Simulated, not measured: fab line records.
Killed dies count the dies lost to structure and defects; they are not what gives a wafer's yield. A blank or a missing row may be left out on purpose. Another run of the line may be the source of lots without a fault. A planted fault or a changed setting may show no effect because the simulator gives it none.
Which tool is to blame? -- flow ritCmos -- 42 wafers from 14 lots sampled at 2 of the route's 202 steps

WHAT EACH GAUGE READ, for each wafer
Not one reading of a measure or inspect step in the record can be checked against a usual standard deviation.

EACH LOT AND THE TOOL THAT RAN IT (in order: tool; ch and the chambers of the sampled wafers; start)
lot,RIT_GATE_CLEAN_04,RIT_M1_PROBE_99
L892,"wetBench-03 ch 3, day 2 12:02",-
L894,"wetBench-01 ch 0, day 2 18:25",-
L895,"wetBench-03 ch 1, day 2 23:58",-
L896,"wetBench-04 ch 1, day 3 05:26",-
L898,"wetBench-03 ch 1, day 3 15:49",-
L899,"wetBench-03 ch 1, day 3 20:49",-
L904,"wetBench-03 ch 2, day 4 22:28","prober-02, day 6 01:39"
L905,"wetBench-03 ch 0, day 5 02:11",-
L906,"wetBench-01 ch 1, day 5 06:21","prober-02, day 6 08:09"
L907,"wetBench-01 ch 2, day 5 12:45",-
L911,"wetBench-04 ch 3, day 6 08:42","prober-01, day 8 00:06"
L912,"wetBench-01 ch 1, day 6 14:48","prober-02, day 8 10:40"
L913,"wetBench-01 ch 1, day 7 04:04",-
L915,"wetBench-04 ch 2, day 7 22:08",-
- RIT_GATE_CLEAN_04: cleans in dHF, time 60 s.
- RIT_M1_PROBE_99

WHAT THE TOOLS THEMSELVES READ (means of the sampled wafers that have a number; where no wafer has one, the mark that the record gives instead)
RIT_GATE_CLEAN_04.
lot,tool,runLengthS (s)
L892,wetBench-03,84.3
L894,wetBench-01,86.5
L895,wetBench-03,93.8
L896,wetBench-04,85.4
L898,wetBench-03,87.1
L899,wetBench-03,88.8
L904,wetBench-03,143.8
L905,wetBench-03,144.5
L906,wetBench-01,85.5
L907,wetBench-01,85.2
L911,wetBench-04,86.1
L912,wetBench-01,85.3
L913,wetBench-01,85.9
L915,wetBench-04,86.3

RIT_M1_PROBE_99.
lot,tool,killedAtContacts,killedAtFrontEnd,killedDies,killedOpen,killedShort
L904,prober-02,0.0,4,4,2.0,2.0
L906,prober-02,0.0,10,10,6.0,3.7
L911,prober-01,0.0,8,8,5.7,2.3
L912,prober-02,0.0,9,9,4.0,5.3

THE ANSWER, worked out from the rows above alone
Rule: what is usual is taken from the lots themselves. Put in order of their means at a reading, lots are off if they are a third of the lots or fewer, leave a main group of 4 or more, and stand apart from it by a gap of 3 or more times the standard deviation of the main group's means; of several such gaps the widest counts. Not used: any main group whose means are identical at the precision the tables above print for the reading. A lot without any number at a reading at which 4 lots or more have one is off too. The other lots that the step has rows for count as sound. The gauges are gone through in route order, then the tools' own readings, and for those a lot's mean is taken as printed above. At the first step where some lot is off, the reading lying furthest off is the one used; lots without a number count as furthest.
Off at RIT_GATE_CLEAN_04 (runLengthS): L904, L905. The main group: mean 86.7 s, standard deviation 2.4.
A tool fits if, at that step or a process step before it, it ran every lot that is off, and no sound lot after the first of them. One candidate fits, namely wetBench-03 at RIT_GATE_CLEAN_04. A fault onset in the window from L899 (day 3 20:49, its last sound lot) to L904 (day 4 22:28, its first lot off) fits.
On the lots that are off, the tool's own readings at RIT_GATE_CLEAN_04 differ by more than 5 times the standard deviation of the sound lots' means, which bears it out; runLengthS reads 144.2 s there versus 86.7 s on the sound lots.

WHAT THE SIMULATOR HAD PUT IN
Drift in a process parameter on wetBench-03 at RIT_GATE_CLEAN_04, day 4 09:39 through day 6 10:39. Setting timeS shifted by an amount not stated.
Lots struck among those shown: L904, L905. The rule given above showed the same thing.
